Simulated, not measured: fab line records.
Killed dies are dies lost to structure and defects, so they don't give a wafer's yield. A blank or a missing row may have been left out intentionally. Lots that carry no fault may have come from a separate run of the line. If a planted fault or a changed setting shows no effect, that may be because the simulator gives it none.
Which tool did it? :: flow rit cmos :: 14 lots, 42 wafers sampled, at 1 step of a route of 202

WHAT EACH GAUGE READ, for each wafer
Not one reading of a measure or inspect step in the record can be checked against a usual standard deviation.

WHAT TOOL EACH LOT RAN ON (gives the tool, then ch and the chambers of the sampled wafers, and finally the start)
lot: L481
RIT_NRETRO_DEVELOP_05: litho track-02 ch 0, day 3 07:00

lot: L483
RIT_NRETRO_DEVELOP_05: litho track-04 ch 0, day 3 16:00

lot: L484
RIT_NRETRO_DEVELOP_05: litho track-02, day 4 01:00

lot: L485
RIT_NRETRO_DEVELOP_05: litho track-02, day 4 04:00

lot: L487
RIT_NRETRO_DEVELOP_05: litho track-02 ch 0, day 4 14:00

lot: L489
RIT_NRETRO_DEVELOP_05: litho track-01 ch 0, day 4 21:00

lot: L490
RIT_NRETRO_DEVELOP_05: litho track-04 ch 0, day 5 04:00

lot: L492
RIT_NRETRO_DEVELOP_05: litho track-02 ch 0, day 5 15:00

lot: L493
RIT_NRETRO_DEVELOP_05: litho track-04 ch 0, day 5 20:00

lot: L494
RIT_NRETRO_DEVELOP_05: litho track-01 ch 0, day 6 03:00

lot: L495
RIT_NRETRO_DEVELOP_05: litho track-01 ch 0, day 6 14:00

lot: L496
RIT_NRETRO_DEVELOP_05: litho track-04 ch 0, day 6 17:00

lot: L497
RIT_NRETRO_DEVELOP_05: litho track-02 ch 0, day 6 19:00

lot: L499
RIT_NRETRO_DEVELOP_05: litho track-01 ch 0, day 7 04:00
- RIT_NRETRO_DEVELOP_05: develop time 67.08 s.

WHAT THE TOOLS THEMSELVES READ (means of the sampled wafers that have a number; where no wafer has one, the mark that the record gives instead)
RIT_NRETRO_DEVELOP_05. Usual: chill plate temp C 23.01 C, standard deviation 0.12; developer temp C 23.01 C, standard deviation 0.11.
lot: L481
tool: litho track-02
chill plate temp C (C): 22.95
developer temp C (C): 22.94
flag: 

lot: L483
tool: litho track-04
chill plate temp C (C): 22.87
developer temp C (C): 22.74
flag: 

lot: L484
tool: litho track-02
chill plate temp C (C): -
developer temp C (C): -
flag: OFF

lot: L485
tool: litho track-02
chill plate temp C (C): -
developer temp C (C): -
flag: OFF

lot: L487
tool: litho track-02
chill plate temp C (C): 23.18
developer temp C (C): 22.99
flag: 

lot: L489
tool: litho track-01
chill plate temp C (C): 23.02
developer temp C (C): 23.15
flag: 

lot: L490
tool: litho track-04
chill plate temp C (C): 22.96
developer temp C (C): 23.07
flag: 

lot: L492
tool: litho track-02
chill plate temp C (C): 22.95
developer temp C (C): 23.05
flag: 

lot: L493
tool: litho track-04
chill plate temp C (C): 23.05
developer temp C (C): 23.03
flag: 

lot: L494
tool: litho track-01
chill plate temp C (C): 23.03
developer temp C (C): 22.96
flag: 

lot: L495
tool: litho track-01
chill plate temp C (C): 22.98
developer temp C (C): 23.05
flag: 

lot: L496
tool: litho track-04
chill plate temp C (C): 23.24
developer temp C (C): 22.95
flag: 

lot: L497
tool: litho track-02
chill plate temp C (C): 23.05
developer temp C (C): 22.99
flag: 

lot: L499
tool: litho track-01
chill plate temp C (C): 22.92
developer temp C (C): 23.00
flag: 

THE ANSWER, worked out from the rows above alone
Rule: a lot counts as off when the mean over its wafers that have a number is more than 3 standard deviations away from the usual mean. A lot without any number at a reading at which 4 lots or more have one is off too. All remaining lots with rows at the step are treated as sound. First the gauges in route order, then the tools' own readings, where a lot's mean is used as printed above. At the first step where some lot is off, the reading lying furthest off is the one used; lots without a number count as furthest.
Off, at RIT_NRETRO_DEVELOP_05 on chill plate temp C: L484, L485. Without a number there: L484, L485.
If a tool, at that step or one of the process steps before it, ran each lot that is off and ran no sound lot following the first of them, it fits. Not one of the candidates tried fits.

WHAT THE SIMULATOR PUT IN
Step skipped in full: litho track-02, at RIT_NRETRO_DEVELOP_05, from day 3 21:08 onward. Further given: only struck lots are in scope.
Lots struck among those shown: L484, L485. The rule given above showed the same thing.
